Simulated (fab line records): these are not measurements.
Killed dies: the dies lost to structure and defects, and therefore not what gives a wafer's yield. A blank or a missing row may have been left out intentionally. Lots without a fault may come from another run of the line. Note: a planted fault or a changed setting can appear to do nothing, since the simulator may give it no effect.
Split-lot trial + flow berkeley cmos170 + 5 lots, 23 wafers read, on a route of 331 steps

## ON THE SPLIT
At UCB170_NLDD_EXPOSE_03 (exposes mask NSELECT, target cd 1200 nm), the setting dose mj was moved away from the recipe's 30 on 8 of the 23 wafers read, by -6.7% to +6.9%. All remaining wafers had this setting at the recipe value.

## FROM THE SPLIT TO THE READING: what the file shows between them, 2 steps
- UCB170_NLDD_PEB_04
- UCB170_NLDD_DEVELOP_05: develop time 45 s

## THE READING
Shown in nm: cd nm at UCB170_NLDD_CD_MEAS_06, with target cd 1200 nm. Fault-free wafers of this fab line usually give 1199.9 nm, standard deviation 1.1 nm.

| wafer  | tool, chamber at the split | dose mj as run | against the recipe | cd nm, nm | against lot-mates on the recipe |
|--------|----------------------------|----------------|--------------------|-----------|---------------------------------|
| L074.2 | krf scanner-02, 0          | 32.08          | +6.9%              | 1210.5    | +11.8                           |
| L074.3 | krf scanner-02, 0          | 32.08          | +6.9%              | 1211.5    | +12.8                           |
| L074.4 | krf scanner-02, 0          | 30             | recipe             | 1197.7    | -                               |
| L074.5 | krf scanner-02, 0          | 32.08          | +6.9%              | 1209.8    | +11.1                           |
| L074.6 | krf scanner-02, 0          | 30             | recipe             | 1199.6    | -                               |
| L077.1 | krf scanner-02, 0          | 27.98          | -6.7%              | 1190.6    | -11.3                           |
| L077.3 | krf scanner-02, 0          | 30             | recipe             | 1202.2    | -                               |
| L077.4 | krf scanner-02, 0          | 27.98          | -6.7%              | 1189.5    | -12.4                           |
| L077.5 | krf scanner-02, 0          | 27.98          | -6.7%              | 1188.6    | -13.3                           |
| L077.6 | krf scanner-02, 0          | 30             | recipe             | 1201.6    | -                               |
| L078.1 | krf scanner-01, 0          | 30             | recipe             | 1200.9    | -                               |
| L078.2 | krf scanner-01, 0          | 30             | recipe             | 1200.4    | -                               |
| L078.3 | krf scanner-01, 0          | 30             | recipe             | 1201.5    | -                               |
| L078.4 | krf scanner-01, 0          | 30             | recipe             | 1200.3    | -                               |
| L078.6 | krf scanner-01, 0          | 30             | recipe             | 1200.7    | -                               |
| L082.1 | krf scanner-02, 0          | 30             | recipe             | 1199.4    | -                               |
| L082.3 | krf scanner-02, 0          | 30             | recipe             | 1199.3    | -                               |
| L082.4 | krf scanner-02, 0          | 30             | recipe             | 1200.1    | -                               |
| L083.1 | krf scanner-02, 0          | 30             | recipe             | 1200.5    | -                               |
| L083.2 | krf scanner-02, 0          | 29.03          | -3.2%              | 1195.7    | -4.9                            |
| L083.3 | krf scanner-02, 0          | 30             | recipe             | 1200.0    | -                               |
| L083.5 | krf scanner-02, 0          | 30             | recipe             | 1201.3    | -                               |
| L083.6 | krf scanner-02, 0          | 29.03          | -3.2%              | 1195.0    | -5.6                            |

THE FIT
A straight line over all 23 wafers: cd nm changes by +1.54 nm for each +1% of dose mj; r = +0.98; the points scatter about the line by 1 nm.
The same after taking each lot's own level away (the mean of its wafers on the recipe; 23 wafers): +1.76 nm for each +1%; r = +1.00; scatter 0.66 nm.
That fit puts the effect of the largest move of dose mj on the reading at 12 nm.
From 1198.65 to 1201.90 nm: that is the span of the lots' own levels, equal to 3.0 times the standard deviation above.
Thus the slope moves with the lot-to-lot level: the two fits are different.
Check: +12.3 nm against its lot-mates is what the line predicts for one of the wafers moved furthest among these (+6.9%) when that wafer is left out of the fit. Against them it came out at +11.8 nm.

## THESE WAFERS: OTHER SPLITS
Note: prior to the reading, these wafers also went through further splits. Each is held against what the fit with the lots' levels taken away leaves over:
| other split on the same wafers | wafers away from the commonest value | r with cd nm (lot level and that fit taken away) |
|--------------------------------|--------------------------------------|--------------------------------------------------|
| UCB170_GATE_PEB_10 peb temp c  | 9                                    | +0.00                                            |

## THE FILE'S OWN FIT
cd nm changes by +1.76 nm for each +1% of dose mj, r = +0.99.
